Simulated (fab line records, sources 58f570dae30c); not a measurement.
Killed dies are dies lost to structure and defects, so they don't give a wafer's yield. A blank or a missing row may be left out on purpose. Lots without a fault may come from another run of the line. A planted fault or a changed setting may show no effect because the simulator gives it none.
fab line records | flow berkeley_cmos170
record lots=14 wafers=42 last_day=12
route steps=331 shown V2@294
lots that met no fault: from a run of the same line without faults
start_h: hours from the record's first day to the start of the lot's first wafer shown | wait_h: hours since the lot's step before | " the same as in the row above | L1.1+2: a row that stands for several wafers | - no value, or no start given | * or withheld: withheld | < > ~ a bound
route shown NAME@n: a module of which the file shows steps, and the number in the route of the first | usual: mean/standard deviation of fault-free wafers | same: alike in all rows | chamber/n: place in a boat | sites: the reading at each site | _std_site: their standard deviation | _edge_site: outer sites' mean less inner sites' | radius_mm: how far each site lies from the wafer's centre | mask NAME#n: copy n | behind: the tool/chamber that last shaped the wafer | hold: why the lot was held/for how many hours/how that ended | device: the transistor (n, p or np) that didn't switch | end of line: the same wafers' tests at the end of the route | a step without rows: its recipe alone | killed: dies lost to structure and defects at the first sort, not the wafer's yield | map: a wafer's dies, x killed, . not, _ none there
set.NAME: the setting as run; set.NAME@STEP: as run at that earlier step | model.NAME: the simulator's own value behind a step, which no gauge read
steps of the route over a sample of lots; a table a step, a row a wafer
services: from which hour (start_h, from the record's first day; less than 0 if before it) a tool's chamber was out of use, for how many hours, and why
## steps
# step UCB170_V2_CMP_02
# recipe material=SiO2 down_force_psi=6 platen_rpm=60 pad_velocity_m_s=0.75398
# usual head_pressure_psi=6.000/0.012 motor_current_A=15.7/1.4 retaining_ring_pressure_frac=1.000/0.0051
# columns lot.wafer tool chamber start_h wait_h head_pressure_psi motor_current_A retaining_ring_pressure_frac
L360.3 cmp-02 3 146.53 0.0 5.995 16.0 1.003
L360.2 " 0 " " 6.004 15.1 1.003
L360.6 " 3 " " 5.983 15.7 1.010
L362.3 cmp-01 3 159.46 0.0 6.024 16.6 0.989
L362.1 " 1 " " 6.002 15.9 0.992
L362.6 " 3 " " 6.023 17.0 0.992
L363.1 cmp-02 2 171.16 0.1 6.007 15.9 1.006
L363.2 " 1 " " 5.996 17.4 1.001
L363.6 " 3 " " 5.996 16.3 0.998
L365.2 cmp-01 1 181.76 0.1 6.002 16.1 0.999
L365.3 " 2 " " 6.006 16.2 0.999
L365.4 " 3 " " 5.993 16.3 0.991
L368.2 cmp-01 2 191.82 0.1 6.013 17.5 0.996
L368.5 " 1 " " 6.024 16.1 0.999
L368.6 " 2 " " 5.989 15.7 0.988
L369.1 cmp-01 1 197.56 0.1 5.988 16.1 1.005
L369.2 " 3 " " 5.967 15.7 0.992
L369.6 " 2 " " 6.003 16.7 0.999
L373.1 cmp-02 2 221.70 0.1 6.005 14.9 0.992
L373.4 " 0 " " 6.003 14.9 1.000
L373.5 " 2 " " 6.009 15.7 1.000
L375.1 cmp-02 3 241.86 0.1 6.000 15.8 0.997
L375.3 " 0 " " 5.992 14.8 1.001
L375.2 " 1 " " 5.980 18.1 0.999
L378.4 cmp-02 3 257.67 0.2 6.004 15.7 0.997
L378.6 " 0 " " 5.999 15.1 1.004
L378.5 " 1 " " 6.009 18.1 1.013
L377.1 cmp-01 3 258.11 0.2 5.990 16.1 1.002
L377.6 " 0 " " 5.990 12.8 1.003
L377.5 " 1 " " 6.001 15.3 1.000
L379.4 cmp-02 1 260.37 0.0 6.002 17.4 0.993
L379.2 " 0 " " 6.014 15.3 1.004
L379.6 " 2 " " 5.990 14.9 1.011
L380.2 cmp-01 2 260.50 0.1 5.991 16.7 1.003
L380.4 " 0 " " 6.007 12.3 0.999
L380.6 " 2 " " 5.982 16.5 1.002
L381.4 cmp-02 1 260.86 0.1 5.997 18.4 0.994
L381.1 " 2 " " 5.994 15.0 0.995
L381.6 " 1 " " 5.979 17.9 1.008
L382.1 cmp-01 2 277.31 0.1 6.003 17.3 1.000
L382.4 " 3 " " 6.011 16.1 0.990
L382.5 " 1 " " 5.980 16.1 1.001
# step UCB170_V2_THK_MEAS_04
# recipe reads=SiO2_of_V2_CVD_00
# usual V2_POLISHED_THK=1000.1/0.86
# columns lot.wafer tool chamber start_h wait_h V2_POLISHED_THK[nm]
L360.2 film_metro-03 - 146.96 0.1 1000.7
L360.3 " - " " 1001.5
L360.6 " - " " 1000.0
L362.1 film_metro-02 - 159.88 0.1 1000.0
L362.3 " - " " 1000.7
L362.6 " - " " 1000.8
L363.1 film_metro-03 - 171.58 0.1 1000.2
L363.2 " - " " 999.6
L363.6 " - " " 1001.5
L365.2 film_metro-02 - 182.14 0.1 998.7
L365.3 " - " " 998.5
L365.4 " - " " 999.3
L368.2 film_metro-01 - 192.20 0.1 1346.0
L368.5 " - " " 998.3
L368.6 " - " " 1346.9
L369.1 film_metro-02 - 197.98 0.1 999.5
L369.2 " - " " 1000.0
L369.6 " - " " 1349.5
L373.1 film_metro-02 - 222.07 0.1 1001.2
L373.4 " - " " 999.9
L373.5 " - " " 1000.4
L375.1 film_metro-02 - 242.23 0.1 1000.5
L375.2 " - " " 1000.4
L375.3 " - " " 1000.2
L378.4 film_metro-03 - 257.97 0.1 1000.1
L378.5 " - " " 1001.2
L378.6 " - " " 999.8
L377.1 film_metro-01 - 258.38 0.1 1000.5
L377.5 " - " " 1000.3
L377.6 " - " " 1000.1
L379.2 film_metro-03 - 260.80 0.1 1002.3
L379.4 " - " " 1000.5
L379.6 " - " " 1001.3
L380.2 film_metro-02 - 260.88 0.1 999.3
L380.4 " - " " 1001.4
L380.6 " - " " 999.6
L381.1 film_metro-03 - 261.23 0.1 1000.3
L381.4 " - " " 1001.2
L381.6 " - " " 1000.2
L382.1 film_metro-03 - 277.68 0.1 1000.0
L382.4 " - " " 998.5
L382.5 " - " " 999.5
# step UCB170_V2_ETCH_14
# recipe chemistry=CHF3/CF4/Ar target=SiO2 stop_on=Al CHF3_flow_sccm=45 cf4_flow_sccm=15 Ar_flow_sccm=150 pressure_mtorr=200 rf_w=700 target_depth_a=12500 over_etch_frac=0.25 time_s=298.2
# usual cf4_flow_sccm=15.00/0.043 drypump_motor_current_A=5.8/0.37 oes_product_au=0.874/0.011 throttle_valve_pct=6.98/0.15
# columns lot.wafer tool chamber start_h wait_h cf4_flow_sccm drypump_motor_current_A oes_product_au rf_hours_counter_h throttle_valve_pct
L360.2 rie_diel-01 3 149.53 0.0 14.92 5.5 0.860 157 6.93
L360.3 " 1 " " 14.95 6.4 0.876 3 7.13
L360.6 " 1 " " 14.97 6.4 0.866 - 7.14
L362.1 rie_diel-01 1 161.11 0.0 15.03 6.4 0.863 4 7.13
L362.3 " 2 " " 15.08 5.5 0.871 82 6.75
L362.6 " 0 " " 15.00 5.6 0.872 - 7.02
L363.1 rie_diel-02 1 173.15 0.0 14.92 6.2 0.874 43 6.85
L363.2 " 2 " " 14.98 6.2 0.890 28 6.68
L363.6 " 3 " " 15.02 5.6 0.875 - 6.90
L365.2 rie_diel-04 1 183.81 0.0 15.04 5.5 0.868 86 6.93
L365.3 " 0 " " 14.97 5.9 0.867 8 7.15
L365.4 " 1 " " 15.00 5.5 0.870 - 6.91
L368.2 rie_diel-01 2 193.54 0.0 15.12 5.5 1.002 84 6.76
L368.5 " 1 " " 15.00 6.4 0.867 - 7.12
L368.6 " 0 " " 15.02 5.6 0.997 - 7.02
L369.1 rie_diel-02 1 199.23 0.0 14.98 6.2 0.869 44 6.86
L369.2 " 0 " " 14.98 5.3 0.877 20 7.13
L369.6 " 2 " " 14.97 6.2 1.037 - 6.67
L373.1 rie_diel-04 0 223.90 0.0 15.04 5.9 0.869 10 7.13
L373.4 " 3 " " 15.05 5.5 0.906 13 7.03
L373.5 " 2 " " 14.99 6.2 0.867 - 7.12
L375.1 rie_diel-01 1 247.32 0.0 14.99 6.4 0.864 7 7.14
L375.2 " 2 " " 15.10 5.5 0.872 86 6.76
L375.3 " 0 " " 15.02 5.6 0.876 93 7.02
L378.4 rie_diel-04 3 259.54 0.0 15.03 5.5 0.899 15 7.03
L378.5 " 2 " " 15.04 6.3 0.872 - 7.12
L378.6 " 1 " " 14.93 5.4 0.869 - 6.93
L377.1 rie_diel-01 2 260.68 0.0 15.04 5.5 0.876 86 6.75
L377.5 " 0 " " 15.11 5.6 0.872 - 7.01
L377.6 " 1 " " 14.95 6.4 0.871 - 7.16
L379.2 rie_diel-04 2 262.78 0.0 15.03 6.2 0.871 3 7.12
L379.4 " 1 " " 15.00 5.4 0.876 - 6.94
L379.6 " 2 " " 14.96 6.2 0.873 - 7.13
L380.2 rie_diel-02 3 262.90 0.0 14.91 5.6 0.872 41 6.90
L380.4 " 2 " " 15.01 6.3 0.890 32 6.69
L380.6 " 0 " " 14.97 5.3 0.873 - 7.14
L381.1 rie_diel-04 1 263.13 0.0 15.12 5.4 0.872 90 6.92
L381.4 " 2 " " 14.98 6.2 0.874 - 7.12
L381.6 " 0 " " 14.97 5.8 0.877 - 7.11
L382.1 rie_diel-02 1 279.65 0.0 15.02 6.2 0.864 48 6.86
L382.4 " 3 " " 14.99 5.6 0.868 42 6.89
L382.5 " 2 " " 15.00 6.2 0.891 - 6.67
## services
# columns tool chamber start_h hours kind
cmp-02 - 130.86 1.4 repair
cmp-02 - 135.27 2.7 repair
cmp-01 - 137.95 12.2 pm
rie_diel-01 3 155.91 - clean
rie_diel-01 3 155.91 25.9 scheduled_down
rie_diel-01 3 155.91 25.9 vent_cycle
rie_diel-04 2 169.33 - clean
rie_diel-04 2 169.33 21.5 scheduled_down
rie_diel-04 2 169.33 21.5 vent_cycle
rie_diel-01 1 176.17 7.6 repair
cmp-02 - 187.40 12.3 repair
rie_diel-04 0 192.82 5.3 repair
cmp-02 - 193.59 1.1 repair
rie_diel-02 3 199.01 25.2 repair
cmp-02 - 199.74 3.8 pm
cmp-01 - 224.44 0.5 repair
cmp-01 - 232.00 4.0 pm
cmp-01 - 236.00 - consumable_replace:conditioner
cmp-01 - 236.00 - consumable_replace:pad
cmp-01 - 237.68 8.6 pm
rie_diel-04 3 262.22 19.8 repair
cmp-01 - 275.15 2.1 repair
## key
first_sign step=UCB170_V2_THK_MEAS_04 reading=V2_POLISHED_THK direction=up sigmas=99+ usual=1000.1 struck=1347.5
effect step=UCB170_V2_ETCH_14 reading=oes_product_au direction=up sigmas=13 usual=0.874 struck=1.012
met_at UCB170_V2_CMP_02
struck_lots L368,L369
struck_wafers L368.2,L368.6,L369.6
later_rows_left_out L368.2,L368.6,L369.6
sort_left_out L368.2,L368.6,L369.6
onset_between 181.76 191.82
fault kind=process_parameter_drift tool=cmp-01 chamber=2 onset_h=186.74 steps=UCB170_V2_CMP_02 channel=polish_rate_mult offset=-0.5 shape=step end_h=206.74
# sort_left_out: the simulated sort isn't trusted on such a fault, so these wafers' sort isn't shown, and their yield isn't known
# later_rows_left_out: the simulator's readings of these wafers behind a module that went badly wrong aren't trusted and aren't shown, but for the sort
